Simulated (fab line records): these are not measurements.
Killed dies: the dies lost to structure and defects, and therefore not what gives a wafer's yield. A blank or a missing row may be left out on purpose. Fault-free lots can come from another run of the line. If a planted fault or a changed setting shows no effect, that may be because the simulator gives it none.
A single fault, viewed from 2 desks || flow rit cmos || every desk sees just its own numbers, and what lay behind them comes last

== FROM THE METROLOGY DESK ==
Lot by lot, what the gauges showed, no matter which tool ran the lot: averages of those sampled wafers that carry a number. The brackets show how far a lot's mean lies from the usual mean; more than 4 standard deviations puts the lot out of limits, marked OUT.
Columns: A = NWELL_TW at RIT_NWELL_TW_MEAS_10, usual 2132; B = NWELL_RS at RIT_WELLDRIVE_RS_MEAS_01, usual 275.9 ohm/sq
{"lot": "L625", "first seen here": "day 1 21:53", "A": 2123, "B": 276.3}
{"lot": "L626", "first seen here": "day 2 02:05", "A": 2118, "B": 276.3}
{"lot": "L627", "first seen here": "day 2 06:53", "A": 2167, "B": 276.5}
{"lot": "L628", "first seen here": "day 2 11:59", "A": 2110, "B": 276.0}
{"lot": "L629", "first seen here": "day 2 18:11", "A": 2128, "B": 276.7}
{"lot": "L630", "first seen here": "day 2 23:22", "A": 2118, "B": 276.3}
{"lot": "L632", "first seen here": "day 3 07:52", "A": 2113, "B": 275.3}
{"lot": "L633", "first seen here": "day 3 14:16", "A": 2220, "B": "250.7 (-35) OUT"}
{"lot": "L635", "first seen here": "day 3 23:23", "A": "2231 (+4.5) OUT", "B": "252.1 (-33) OUT"}
{"lot": "L641", "first seen here": "day 5 05:35", "A": 2136, "B": 275.6}
{"lot": "L642", "first seen here": "day 5 12:19", "A": 2146, "B": 276.7}
{"lot": "L643", "first seen here": "day 5 15:07", "A": 2164, "B": 276.4}
{"lot": "L646", "first seen here": "day 6 06:07", "A": 2108, "B": 276.3}
{"lot": "L648", "first seen here": "day 6 16:15", "A": 2110, "B": 274.8}
This desk reports L633, L635 out of limits; the earliest was L635 at day 3 23:23 (NWELL_TW at RIT_NWELL_TW_MEAS_10). L625, L626, L627, L628, L629, L630, L632, L641, L642, L643, L646, L648: within limits.

== TOOL OWNER'S DESK, implanter-04 ==
RIT_NWELL_IMPLANT_08, tool's own readings: per-lot mean of the sampled wafers with a number, covering each lot this tool ran. The brackets show how far a lot's mean lies from the usual mean; more than 4 standard deviations puts the lot out of limits, marked OUT.
Columns: A = dose ions cm2 at RIT_NWELL_IMPLANT_08, usual 4.999e+13; B = end station pressure torr at RIT_NWELL_IMPLANT_08, usual 5.15e-06 Torr; C = faraday current uA at RIT_NWELL_IMPLANT_08, usual 158
{"lot": "L629", "first seen here": "day 2 17:52", "A": 4.997e+13, "B": 5.03e-06, "C": 155}
{"lot": "L630", "first seen here": "day 2 23:03", "A": 4.994e+13, "B": 5.09e-06, "C": 159}
{"lot": "L633", "first seen here": "day 3 13:57", "A": "5.802e+13 (+99 or more) OUT", "B": 5.15e-06, "C": "186 (+8.6) OUT"}
{"lot": "L635", "first seen here": "day 3 23:04", "A": "5.800e+13 (+99 or more) OUT", "B": 5.10e-06, "C": "183 (+7.7) OUT"}
{"lot": "L648", "first seen here": "day 6 15:58", "A": 4.999e+13, "B": 5.07e-06, "C": 162}
This desk finds L633, L635 out of limits, L633 being first, at day 3 13:57 (dose ions cm2 at RIT_NWELL_IMPLANT_08). L629, L630, L648: within limits.

== ALL TOGETHER ==
An alarm could have come from the tool owner's desk at day 3 13:57, on L633, L635.
The metrology desk could have raised an alarm at day 3 23:23, on L633, L635.
On implanter-04, each named lot ran RIT_NWELL_IMPLANT_08.

== WHAT THE SIMULATOR HAD INSERTED ==
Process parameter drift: implanter-04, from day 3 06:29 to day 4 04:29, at RIT_NWELL_IMPLANT_08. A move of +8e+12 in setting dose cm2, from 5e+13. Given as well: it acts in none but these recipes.
Lots struck among those shown: L633, L635.
Fault start to first reading out of limits, in hours, per desk: tool owner, 7; metrology, 17.
